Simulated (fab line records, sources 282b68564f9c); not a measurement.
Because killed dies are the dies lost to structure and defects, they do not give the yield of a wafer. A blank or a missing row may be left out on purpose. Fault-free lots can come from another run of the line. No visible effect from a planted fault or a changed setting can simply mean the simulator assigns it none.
Which tool is to blame? -- flow rit cmos -- Sampling: 7 lots, 21 wafers, 2 of 202 route steps

## WHAT THE GAUGES SHOWED, per wafer
RIT_ACTIVE_CD_MEAS_11: the cd target is 1400 nm.
lot,measured,on,cd nm (nm)
L318,day 1 19:35,cd sem-01,1398.5 1398.2 1401.5
L321,day 2 10:28,cd sem-01,1400.7 1399.5 1401.3
L324,day 3 04:15,cd sem-02,1402.2 1399.2 1399.5
L326,day 3 11:36,cd sem-01,1400.8 1399.7 1396.9
L328,day 3 21:37,cd sem-01,1401.2 1398.4 1399.3
L335,day 5 08:44,cd sem-02,1331.1 1333.8 1330.7
L340,day 6 09:28,cd sem-02,1398.6 1399.2 1397.6

## WHICH TOOL RAN EACH LOT (tool, then ch and the chambers of the sampled wafers, then the start)
lot,RIT_ACTIVE_COAT_06
L318,"litho track-02 ch 0, day 1 18:46"
L321,"litho track-02 ch 0, day 2 09:46"
L324,"litho track-01 ch 0, day 3 03:17"
L326,"litho track-04 ch 0, day 3 10:47"
L328,"litho track-02 ch 0, day 3 20:49"
L335,"litho track-01 ch 0, day 5 07:52"
L340,"litho track-04 ch 0, day 6 08:46"
- RIT_ACTIVE_COAT_06: resist thk 1000 nm.

## THE ANSWER, worked out from the rows above alone
Rule: the usual values come from the lots themselves. The widest of any qualifying gaps counts: lots, ordered by their means at a reading, are off when they make up no more than a third of the lots, leave a main group of 4 or more, and stand apart from it by 3 or more times the standard deviation of that group's means. A main group whose means are all the same, to the digits that the tables above print for the reading, isn't used. Also off: a lot with no number at a reading for which 4 or more lots have one. All remaining lots with rows at the step are treated as sound.
Off at RIT_ACTIVE_CD_MEAS_11 (cd nm): L335. Mean 1399.6 nm and standard deviation 0.69 in the main group.
A tool fits if, at a process step before that reading, it ran every lot that is off, and no sound lot after the first of them. The gauges at RIT_ACTIVE_CD_MEAS_11 are tried like those tools. One candidate fits, namely litho track-01 at RIT_ACTIVE_COAT_06. Its last sound lot is L324 (day 3 03:17), its first lot that is off L335 (day 5 07:52): a fault that began between those two fits.

## WHAT THE SIMULATOR PUT IN
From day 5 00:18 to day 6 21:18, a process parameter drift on litho track-01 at RIT_ACTIVE_COAT_06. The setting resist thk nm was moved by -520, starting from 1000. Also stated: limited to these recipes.
Struck lots among those shown: L335. The rule above reached the same finding.
